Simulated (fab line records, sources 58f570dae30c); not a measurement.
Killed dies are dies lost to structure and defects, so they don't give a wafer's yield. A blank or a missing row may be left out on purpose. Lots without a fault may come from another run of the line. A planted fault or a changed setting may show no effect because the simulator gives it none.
Tool commonality check | flow berkeley_cmos170 | 14 lots, 42 wafers sampled

WHY IT WAS OPENED
At UCB170_GATE_CD_MEAS_12 the reading cd_nm is flagged on 2 of 14 lots. Wafers without a fault read 350.1 nm, standard deviation 1.2.
Rule: a lot is flagged when every wafer of it that has a number lies more than 4 standard deviations from that mean, or none has a number. The other lots count as sound.

lot  | measured     | on        | cd_nm (nm), wafer by wafer | flag
L406 | day 5 08:58  | cd_sem-02 | 349.3 348.8 348.5          |
L410 | day 6 20:00  | cd_sem-01 | 349.6 349.7 349.9          |
L412 | day 7 05:47  | cd_sem-02 | 349.1 349.9 350.8          |
L411 | day 7 11:40  | cd_sem-01 | 350.9 352.5 352.9          |
L413 | day 7 16:52  | cd_sem-02 | 349.5 349.4 350.0          |
L415 | day 7 17:07  | cd_sem-01 | 349.1 348.3 349.6          |
L414 | day 7 17:14  | cd_sem-01 | 351.2 350.2 349.9          |
L417 | day 8 12:25  | cd_sem-01 | 351.2 352.7 350.7          |
L422 | day 9 15:26  | cd_sem-02 | 330.2 330.5 329.8          | FLAGGED
L423 | day 9 19:10  | cd_sem-01 | 348.6 349.0 348.0          |
L424 | day 10 02:19 | cd_sem-01 | 329.2 329.9 330.5          | FLAGGED
L425 | day 10 02:38 | cd_sem-01 | 352.0 350.8 349.1          |
L427 | day 10 12:24 | cd_sem-01 | 351.9 351.7 352.2          |
L429 | day 10 12:43 | cd_sem-02 | 347.9 347.8 348.4          |
The numbers of the flagged lots are 330.0 nm on average: -20.1 nm against the usual, or -17 standard deviations.

WHICH TOOL RAN EACH LOT
The record holds 2 process steps before the reading, out of a route of 331 steps. In each cell: the tool, then ch and the chambers that the sampled wafers went through, then the start.
lot  | flag    | UCB170_ZERO_ETCH_06               | UCB170_GATE_PEB_10
L406 |         | rie_diel-03 ch 0,2,3, day 1 15:44 | litho_track-04 ch 0, day 5 08:38
L410 |         | rie_diel-01 ch 2,3, day 2 13:31   | litho_track-02 ch 0, day 6 19:43
L412 |         | rie_diel-02 ch 0,1,3, day 3 00:24 | litho_track-02 ch 0, day 7 05:31
L411 |         | rie_diel-02 ch 0,1,2, day 2 19:31 | litho_track-02 ch 0, day 7 11:23
L413 |         | rie_diel-02 ch 0,1,2, day 3 07:49 | litho_track-02 ch 0, day 7 16:35
L415 |         | rie_diel-02 ch 1,2,3, day 3 13:59 | litho_track-04 ch 0, day 7 16:50
L414 |         | rie_diel-03 ch 0,1,2, day 3 10:35 | litho_track-01 ch 0, day 7 16:57
L417 |         | rie_diel-01 ch 0,3, day 3 23:56   | litho_track-01 ch 0, day 8 12:09
L422 | FLAGGED | rie_diel-03 ch 0,3, day 5 00:49   | litho_track-02 ch 0, day 9 15:10
L423 |         | rie_diel-01 ch 0,2,3, day 5 08:33 | litho_track-04 ch 0, day 9 18:52
L424 | FLAGGED | rie_diel-01 ch 1,2,3, day 5 17:29 | litho_track-02 ch 0, day 10 02:03
L425 |         | rie_diel-02 ch 0,1,3, day 5 17:46 | litho_track-01 ch 0, day 10 02:19
L427 |         | rie_diel-02 ch 2,3, day 6 09:44   | litho_track-04 ch 0, day 10 12:08
L429 |         | rie_diel-03 ch 1,2, day 6 18:37   | litho_track-04 ch 0, day 10 12:27
What these steps do:
- UCB170_ZERO_ETCH_06: etches SiO2 in CHF3/CF4/Ar, time 12 s.
- UCB170_GATE_PEB_10
- UCB170_GATE_CD_MEAS_12: target cd 350 nm.

FLAGGED OVER TOTAL, TOOL BY TOOL (the gauges that took the reading come last)
step                   | tool           | lots run | flagged | share of the flagged lots | sound lots run after its first flagged lot
UCB170_ZERO_ETCH_06    | rie_diel-01    | 4        | 1       | some                      | 0
UCB170_ZERO_ETCH_06    | rie_diel-02    | 6        | 0       | none                      | -
UCB170_ZERO_ETCH_06    | rie_diel-03    | 4        | 1       | some                      | 1 (L429)
UCB170_GATE_PEB_10     | litho_track-01 | 3        | 0       | none                      | -
UCB170_GATE_PEB_10     | litho_track-02 | 6        | 2       | all                       | 0
UCB170_GATE_PEB_10     | litho_track-04 | 5        | 0       | none                      | -
UCB170_GATE_CD_MEAS_12 | cd_sem-01      | 9        | 1       | some                      | 2 (L425,L427)
UCB170_GATE_CD_MEAS_12 | cd_sem-02      | 5        | 1       | some                      | 1 (L429)

WHAT THE TABLE ALLOWS
1 row of the table ran every flagged lot: litho_track-02 at UCB170_GATE_PEB_10.
- litho_track-02 at UCB170_GATE_PEB_10: 2 of its 6 lots flagged. Its last sound lot is L413 (day 7 16:35), its first flagged lot L422 (day 9 15:10): a fault that began between those two fits.
One tool is left: litho_track-02 at UCB170_GATE_PEB_10.

WHAT THE SIMULATOR HAD PUT IN
Process parameter drift: litho_track-02, from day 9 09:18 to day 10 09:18, at UCB170_GATE_PEB_10. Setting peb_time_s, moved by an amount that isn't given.
Lots struck among those shown: L422, L424. The rule above found the same.
